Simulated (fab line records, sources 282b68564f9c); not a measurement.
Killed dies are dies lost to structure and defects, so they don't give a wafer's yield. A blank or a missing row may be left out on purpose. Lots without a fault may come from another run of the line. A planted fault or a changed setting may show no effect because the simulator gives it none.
fab line records | flow rit_cmos
record lots=5 wafers=15 last_day=7
route steps=202 shown CONTACT@178 M1@184
lots that met no fault: from a run of the same line without faults
start_h: hours from the record's first day to the start of the lot's first wafer shown | wait_h: hours since the lot's step before | " the same as in the row above | L1.1+2: a row that stands for several wafers | - no value, or no start given | * or withheld: withheld | < > ~ a bound
route shown NAME@n: a module of which the file shows steps, and the number in the route of the first | usual: mean/standard deviation of fault-free wafers | same: alike in all rows | chamber/n: place in a boat | sites: the reading at each site | _std_site: their standard deviation | _edge_site: outer sites' mean less inner sites' | radius_mm: how far each site lies from the wafer's centre | mask NAME#n: copy n | behind: the tool/chamber that last shaped the wafer | hold: why the lot was held/for how many hours/how that ended | device: the transistor (n, p or np) that didn't switch | end of line: the same wafers' tests at the end of the route | a step without rows: its recipe alone | killed: dies lost to structure and defects at the first sort, not the wafer's yield | map: a wafer's dies, x killed, . not, _ none there
set.NAME: the setting as run; set.NAME@STEP: as run at that earlier step | model.NAME: the simulator's own value behind a step, which no gauge read
lots at some steps of the route; a table a step, a row a wafer
services: from which hour (start_h, from the record's first day; less than 0 if before it) a tool's chamber was out of use, for how many hours, and why
## steps
# step RIT_CONTACT_HARDBAKE_10
# recipe resist=NOVOLAK temp_c=140 time_s=60
# step RIT_CONTACT_ETCH_11
# recipe target_depth_a=4800 over_etch_frac=0.2 stop_on=TiSi2 chemistry=CHF3/CF4/Ar target=SiO2 CHF3_flow_sccm=50 cf4_flow_sccm=10 Ar_flow_sccm=100 O2_flow_sccm=5 pressure_mtorr=100 rf_w=200 time_s=320
# usual drypump_motor_current_A=5.9/0.33 oes_product_au=0.985/0.015 rf_fwd_power_W=199.6/0.64 throttle_valve_pct=8.92/0.11
# columns lot.wafer tool chamber start_h wait_h drypump_motor_current_A oes_product_au rf_fwd_power_W rf_hours_counter_h throttle_valve_pct
L374.4 rie_diel-04 3 67.91 0.1 5.9 0.985 200.0 129 8.76
L374.5 " 2 " " 6.3 0.981 200.5 - 8.89
L374.6 " 1 " " 6.2 0.964 200.6 - 8.82
L378.1 rie_diel-03 0 85.87 0.1 5.8 1.008 199.9 82 8.73
L378.2 " 1 " " 6.2 0.965 200.3 84 9.07
L378.6 " 1 " " 6.2 0.978 199.5 - 9.06
L379.1 rie_diel-01 0 89.83 0.1 5.7 0.988 199.2 1 9.06
L379.2 " 3 " " 6.1 0.997 200.3 5 8.95
L379.4 " 2 " " 5.9 0.981 199.5 82 8.90
L387.2 rie_diel-01 3 138.40 0.1 6.1 0.985 199.3 6 8.93
L387.5 " 1 " " 5.6 0.970 200.4 - 8.86
L387.6 " 2 " " 6.0 0.971 199.4 - 8.89
L391.2 rie_diel-01 3 158.53 0.1 6.0 0.994 199.8 6 8.94
L391.4 " 1 " " 5.6 0.966 199.2 15 8.88
L391.6 " 3 " " 6.1 0.984 199.2 - 8.93
# step RIT_CONTACT_STRIP_12
# recipe chemistry=O2 time_s=180 resist=NOVOLAK platen_temp_c=withheld power_w=500 pressure_mtorr=4000 o2_flow_sccm=4000
# usual drypump_motor_current_A=5.3/0.36 o2_flow_sccm=4001/12
# columns lot.wafer tool chamber start_h wait_h drypump_motor_current_A o2_flow_sccm rf_hours_counter_h
L374.4 plasma_asher-03 0 68.17 0.2 5.9 4012 -
L374.5 " 0 " " 5.9 3992 -
L374.6 " 1 " " 5.7 3990 -
L378.1 plasma_asher-02 1 86.07 0.1 5.4 3995 47
L378.2 " 0 " " 5.3 4001 47
L378.6 " 0 " " 5.3 4013 -
L379.1 plasma_asher-03 0 90.02 0.1 5.9 3989 28
L379.2 " 1 " " 5.7 3992 28
L379.4 " 0 " " 5.9 3987 -
L387.2 plasma_asher-01 1 138.59 0.1 4.9 4003 49
L387.5 " 0 " " 5.0 3991 -
L387.6 " 1 " " 4.9 4001 -
L391.2 plasma_asher-01 0 158.73 0.1 5.0 4014 52
L391.4 " 0 " " 5.0 4011 -
L391.6 " 0 " " 5.0 4023 -
# step RIT_CONTACT_CD_MEAS_90
# recipe target_cd_nm=1000
# usual cd_nm=1000.2/1.9
# columns lot.wafer tool chamber start_h wait_h cd_nm
L374.4 cd_sem-01 - 68.34 0.1 999.5
L374.5 " - " " 998.2
L374.6 " - " " 1000.1
L378.1 cd_sem-02 - 86.24 0.1 1001.7
L378.2 " - " " 1003.3
L378.6 " - " " 1001.0
L379.1 cd_sem-01 - 90.19 0.1 998.0
L379.2 " - " " 1000.1
L379.4 " - " " 1001.3
L387.2 cd_sem-01 - 138.79 0.1 999.4
L387.5 " - " " 999.8
L387.6 " - " " 999.1
L391.2 cd_sem-02 - 158.92 0.1 1004.4
L391.4 " - " " 1003.6
L391.6 " - " " 1002.5
# step RIT_CONTACT_CLEAN_13
# recipe chemistry=SC1 mix=3:3:50 time_s=600 temp_c=75
# step RIT_CONTACT_CLEAN_14
# recipe chemistry=SC2 mix=3:3:50 time_s=600 temp_c=75 dry=n2_spin
# step RIT_M1_SPUTTER_00
# recipe material=Al target_thk_nm=400 power_w=2000 chamber_pressure_pa=0.4 gas=Ar time_s=491.7 substrate_temp_c=25
# usual throttle_valve_pct=30.1/1.1
# columns lot.wafer tool chamber start_h wait_h throttle_valve_pct
L374.4 pvd_sputter-04 - 68.75 0.0 30.0
L374.5 " - " " 29.9
L374.6 " - " " 29.6
L378.1 pvd_sputter-04 - 86.75 0.0 30.0
L378.2 " - " " 30.1
L378.6 " - " " 29.9
L379.1 pvd_sputter-02 - 90.68 0.0 31.0
L379.2 " - " " 30.7
L379.4 " - " " 32.2
L387.2 pvd_sputter-03 - 139.28 0.0 28.6
L387.5 " - " " 29.9
L387.6 " - " " 29.5
L391.2 pvd_sputter-02 - 159.37 0.0 31.0
L391.4 " - " " 31.2
L391.6 " - " " 30.8
# step RIT_M1_RS_MEAS_01
# recipe thk_meas_gauge=four-point-probe reads=Al_of_M1_SPUTTER_00
# usual M1_AL_RS=0.0749/0.00071
# columns lot.wafer tool chamber start_h wait_h M1_AL_RS[ohm/sq]
L374.4 film_metro-03 - 69.11 0.2 0.0753
L374.5 " - " " 0.0755
L374.6 " - " " 0.0763
L378.1 film_metro-02 - 87.04 0.1 0.0755
L378.2 " - " " 0.0757
L378.6 " - " " 0.0753
L379.1 film_metro-02 - 90.98 0.1 0.0748
L379.2 " - " " 0.0746
L379.4 " - " " 0.0743
L387.2 film_metro-03 - 139.60 0.2 0.0744
L387.5 " - " " 0.0739
L387.6 " - " " 0.0745
L391.2 film_metro-03 - 159.69 0.2 0.0757
L391.4 " - " " 0.0756
L391.6 " - " " 0.0765
# step RIT_M1_THK_MEAS_02
# recipe thk_meas_gauge=xrf reads=Al_of_M1_SPUTTER_00
# usual M1_AL_THK=397/4
# columns lot.wafer tool chamber start_h wait_h M1_AL_THK[nm]
L374.4 film_metro-03 - 69.20 0.1 395
L374.5 " - " " 393
L374.6 " - " " 389
L378.1 film_metro-02 - 87.16 0.1 393
L378.2 " - " " 393
L378.6 " - " " 395
L379.1 film_metro-02 - 91.10 0.1 398
L379.2 " - " " 401
L379.4 " - " " 398
L387.2 film_metro-03 - 139.71 0.1 395
L387.5 " - " " 396
L387.6 " - " " 397
L391.2 film_metro-03 - 159.80 0.1 388
L391.4 " - " " 386
L391.6 " - " " 385
# step RIT_M1_HMDS_03
# recipe prime_time_s=60 prime_temp_c=140
# step RIT_M1_COAT_04
# recipe resist=NOVOLAK spin_rpm=2000 resist_thk_nm=1300
# step RIT_M1_SOFTBAKE_05
# recipe resist=NOVOLAK temp_c=90 time_s=60
# step RIT_M1_EXPOSE_06
# recipe mask_id=M12 na=0.6 source_shape=conventional sigma_outer=0.5 target_cd_nm=2600 dose_mj=250
# columns lot.wafer tool chamber start_h wait_h mask
L374.4+5+6 iline_stepper-02 0 69.97 0.3 M12#0
L378.1+2+6 iline_stepper-02 0 87.67 0.1 M12_R1#0
L379.1+2+4 iline_stepper-02 0 91.61 0.1 M12#0
L387.2+5+6 iline_stepper-01 0 140.24 0.1 M12#0
L391.2+4+6 iline_stepper-01 0 160.44 0.2 M12#0
# step RIT_M1_PEB_07
# recipe resist=NOVOLAK temp_c=withheld time_s=withheld
# step RIT_M1_DEVELOP_08
# recipe resist=NOVOLAK develop_time_s=68 dev_temp_c=23
# step RIT_M1_CD_MEAS_09
# recipe target_cd_nm=2600
# usual cd_nm=2600.0/2.1
# columns lot.wafer tool chamber start_h wait_h cd_nm
L374.4 cd_sem-02 - 70.62 - 2600.3
L374.5 " - " " 2600.9
L374.6 " - " " 2599.0
L378.1 cd_sem-02 - 88.10 - 2751.2
L378.2 " - " " 2751.6
L378.6 " - " " 2750.5
L379.1 cd_sem-01 - 92.04 - 2600.6
L379.2 " - " " 2600.3
L379.4 " - " " 2600.1
L387.2 cd_sem-01 - 140.86 - 2600.4
L387.5 " - " " 2600.6
L387.6 " - " " 2600.7
L391.2 cd_sem-02 - 160.87 - 2599.9
L391.4 " - " " 2601.4
L391.6 " - " " 2599.4
# step RIT_M1_OVL_MEAS_10
# usual M1_OVL=-0.1/1.3
# columns lot.wafer tool chamber start_h wait_h M1_OVL[nm]
L374.4 overlay-01 - 70.70 0.1 1.6
L374.5 " - " " 1.2
L374.6 " - " " 1.5
L378.1 overlay-02 - 88.22 0.1 -1.0
L378.2 " - " " -2.7
L378.6 " - " " -1.0
L379.1 overlay-02 - 92.16 0.1 -0.1
L379.2 " - " " -1.7
L379.4 " - " " -0.2
L387.2 overlay-02 - 140.97 0.1 0.3
L387.5 " - " " -0.6
L387.6 " - " " 0.7
L391.2 overlay-02 - 160.98 0.1 -0.1
L391.4 " - " " -0.1
L391.6 " - " " -0.7
# step RIT_M1_HARDBAKE_11
# recipe resist=NOVOLAK temp_c=140 time_s=120
# step RIT_M1_METAL_ETCH_12
# recipe stop_on=SiO2 chemistry=Cl2/BCl3 target=Al time_s=165 over_etch_frac=0.5 pressure_mtorr=100 target_depth_a=6000 rf_w=243.5 Cl2_flow_sccm=60 bcl3_flow_sccm=50
# usual drypump_motor_current_A=6.2/0.55 oes_product_au=0.775/0.0091 rf_fwd_power_W=242.6/0.76 throttle_valve_pct=8.24/0.069
# columns lot.wafer tool chamber start_h wait_h drypump_motor_current_A oes_product_au rf_fwd_power_W rf_hours_counter_h throttle_valve_pct model.M1.cd_nm
L374.4 rie_metal-02 0 71.06 0.1 6.4 0.776 243.1 - 8.23 2602
L374.5 " 0 " " 6.4 0.774 242.1 - 8.23 2601
L374.6 " 1 " " 5.6 0.779 242.5 - 8.23 2603
L378.1 rie_metal-04 1 88.51 0.2 5.0 0.776 243.5 39 8.17 2753
L378.2 " 0 " " 6.4 0.769 241.2 36 8.26 2752
L378.6 " 1 " " 5.0 0.780 242.8 - 8.18 2752
L379.1 rie_metal-03 0 92.44 0.2 6.7 0.768 243.2 1 8.17 2605
L379.2 " 1 " " 6.2 0.781 243.3 1 8.37 2603
L379.4 " 0 " " 6.8 0.767 243.6 - 8.17 2603
L387.2 rie_metal-02 0 141.25 0.2 6.4 0.785 243.1 3 8.23 2599
L387.5 " 0 " " 6.4 0.788 242.5 - 8.21 2599
L387.6 " 1 " " 5.7 0.783 243.3 - 8.20 2602
L391.2 rie_metal-03 0 161.26 0.2 6.8 0.770 242.5 2 8.17 2602
L391.4 " 1 " " 6.3 0.774 241.7 - 8.37 2604
L391.6 " 0 " " 6.7 0.756 242.7 - 8.17 2603
# step RIT_M1_STRIP_13
# recipe chemistry=nmp resist=NOVOLAK temp_c=80 time_s=600 dry=n2_spin
# step RIT_M1_PROBE_99
# usual defect_limited_yield=97.3/1.2 killed_at_contacts=0.1/0.25 killed_at_front_end=7/3.2 killed_dies=7/3.2 killed_open=3.5/2.2 killed_short=3.6/2.1 sort_bin_3_pad_short=0.1/0.22 sort_bin_5_function=1.5/0.87 sort_bin_6_memory=1.1/0.65 sort_n_pass=257/3.2 sort_yield_pct=97.3/1.2
# same gross_dies=264 killed_at_M0_to_M3=0 killed_at_M4_up=0 killed_at_back_side=0 killed_at_other=0
# columns lot.wafer tool chamber start_h wait_h defect_limited_yield[%] killed_at_contacts killed_at_front_end killed_dies killed_open killed_short sort_bin_3_pad_short[%] sort_bin_5_function[%] sort_bin_6_memory[%] sort_n_pass sort_yield_pct[%]
L379.1 prober-01 - 94.87 0.1 97.0 0 8 8 2 6 0.4 1.5 1.1 256 97.0
L379.2 prober-01 - 94.92 0.1 98.1 0 5 5 3 2 0 0.8 1.1 259 98.1
L379.4 prober-01 - 95.02 0.2 97.3 0 7 7 3 4 0 1.9 0.8 257 97.3
# killed by level:class
L379.1 SPACER:geometric_particle:short=4 REOX:geometric_particle:short=1 SPACER:geometric_particle:open=1 SILICIDE:geometric_particle:open=1 SILICIDE:geometric_particle:short=1
L379.2 FOX1:geometric_particle:open=1 FOX2:geometric_particle:short=1 REOX:geometric_particle:open=1 SILICIDE:geometric_particle:short=1 SILICIDE:geometric_particle:open=1
L379.4 SPACER:geometric_particle:short=2 REOX:geometric_particle:short=1 REOX:geometric_particle:open=1 SPACER:geometric_particle:open=1 SILICIDE:geometric_particle:open=1 SILICIDE:geometric_particle:short=1
## services
# columns tool chamber start_h hours kind
rie_diel-01 1 49.92 13.7 repair
iline_stepper-01 - 51.70 3.5 repair
rie_diel-01 2 52.35 3.6 repair
rie_metal-02 - 55.97 14.6 pm
rie_diel-04 2 62.58 1.5 repair
pvd_sputter-03 - 67.58 1.9 repair
plasma_asher-03 - 69.14 3.4 repair
iline_stepper-01 - 77.96 0.8 repair
rie_diel-01 - 84.90 2.8 pm
rie_diel-01 - 90.31 14.6 pm
rie_diel-03 2 99.34 4.8 repair
iline_stepper-02 - 99.40 1.7 pm
rie_diel-04 3 103.86 3.8 repair
rie_diel-03 - 105.01 0.9 repair
pvd_sputter-04 - 109.23 4.8 repair
rie_metal-02 - 109.94 0.8 repair
rie_metal-04 - 121.22 28.1 pm
plasma_asher-03 - 121.61 15.6 pm
rie_diel-01 1 123.80 4.4 repair
rie_metal-02 - 132.45 1.4 pm
plasma_asher-03 - 146.76 0.7 repair
rie_diel-01 1 149.04 4.0 repair
rie_metal-02 - 152.10 1.1 repair
plasma_asher-01 - 160.90 2.8 pm
## key
first_sign step=RIT_M1_EXPOSE_06 reading=mask direction=changed
effect step=RIT_M1_CD_MEAS_09 reading=cd_nm direction=up sigmas=71 usual=2600.0 struck=2751.1
model_effect step=RIT_M1_METAL_ETCH_12 value=M1.cd_nm without=2602 struck=2752
met_at RIT_M1_EXPOSE_06
struck_wafers L378.1,L378.2,L378.6
onset_between 69.97 87.67
fault kind=wrong_mask tool=any chamber=- onset_h=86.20 steps=RIT_M1_EXPOSE_06 aux_copy=M12_R1#0 cd_offset_nm=150 scope=struck_lots_only
